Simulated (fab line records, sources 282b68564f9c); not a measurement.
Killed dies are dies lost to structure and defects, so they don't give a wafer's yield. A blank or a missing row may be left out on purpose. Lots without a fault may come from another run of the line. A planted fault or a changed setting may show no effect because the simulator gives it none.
Which tool did it? | flow rit_cmos | 14 lots, 42 wafers sampled, at 1 step of a route of 202

WHAT THE GAUGES READ, wafer by wafer
The record holds no reading of a measuring or inspecting step that can be judged against a usual standard deviation.

WHICH TOOL RAN EACH LOT (tool, then ch and the chambers of the sampled wafers, then the start)
lot  | RIT_M1_EXPOSE_06
L201 | iline_stepper-01 ch 0, day 3 15:39
L202 | iline_stepper-02 ch 0, day 3 20:44
L204 | iline_stepper-02 ch 0, day 4 08:44
L206 | iline_stepper-01 ch 0, day 4 16:55
L207 | iline_stepper-02 ch 0, day 4 21:39
L209 | iline_stepper-02 ch 0, day 5 08:15
L210 | iline_stepper-01 ch 0, day 5 12:35
L211 | iline_stepper-02 ch 0, day 5 17:20
L212 | iline_stepper-01, day 5 22:03
L213 | iline_stepper-02, day 6 04:32
L215 | iline_stepper-02 ch 0, day 6 21:08
L220 | iline_stepper-02 ch 0, day 7 19:28
L221 | iline_stepper-02 ch 0, day 7 21:32
L222 | iline_stepper-02 ch 0, day 8 01:44
- RIT_M1_EXPOSE_06: exposes mask M12, target cd 2600 nm.

WHAT THE TOOLS THEMSELVES READ (means of the sampled wafers that have a number; where no wafer has one, the mark that the record gives instead)
RIT_M1_EXPOSE_06. Usual: exposure_dose_mJ_cm2 252.5, standard deviation 1; focus_offset_nm -0.1 nm, standard deviation 0.53; stage_vel_mm_s 500.05 mm/s, standard deviation 0.26.
lot  | tool             | exposure_dose_mJ_cm2 | focus_offset_nm (nm) | stage_vel_mm_s (mm/s) | flag
L201 | iline_stepper-01 | 253.7                | 0.5                  | 500.16                |
L202 | iline_stepper-02 | 251.9                | 0.1                  | 499.93                |
L204 | iline_stepper-02 | 251.6                | -0.6                 | 499.68                |
L206 | iline_stepper-01 | 253.8                | -0.6                 | 500.26                |
L207 | iline_stepper-02 | 251.8                | -0.4                 | 500.02                |
L209 | iline_stepper-02 | 251.7                | 0.4                  | 499.88                |
L210 | iline_stepper-01 | 253.6                | -0.4                 | 500.07                |
L211 | iline_stepper-02 | 251.5                | -0.9                 | 500.15                |
L212 | iline_stepper-01 | -                    | -                    | -                     | OFF
L213 | iline_stepper-02 | -                    | -                    | -                     | OFF
L215 | iline_stepper-02 | 251.7                | -0.2                 | 500.00                |
L220 | iline_stepper-02 | 251.6                | 0.4                  | 499.93                |
L221 | iline_stepper-02 | 251.8                | 0.4                  | 499.72                |
L222 | iline_stepper-02 | 251.7                | -0.3                 | 499.94                |

THE ANSWER, worked out from the rows above alone
Rule: a lot is off if the mean of its wafers that have a number lies more than 3 standard deviations from the usual mean. A lot without any number at a reading at which 4 lots or more have one is off too. The other lots that the step has rows for count as sound. The gauges are gone through in route order, then the tools' own readings, and for those a lot's mean is taken as printed above. The first step at which some lot is off is used, and at that step the reading that is off furthest; a lot without a number counts as furthest.
Off: L212, L213, at RIT_M1_EXPOSE_06 (exposure_dose_mJ_cm2). Without a number there: L212, L213.
A tool fits if, at that step or a process step before it, it ran every lot that is off, and no sound lot after the first of them. None of those tried fits.

WHAT THE SIMULATOR HAD PUT IN
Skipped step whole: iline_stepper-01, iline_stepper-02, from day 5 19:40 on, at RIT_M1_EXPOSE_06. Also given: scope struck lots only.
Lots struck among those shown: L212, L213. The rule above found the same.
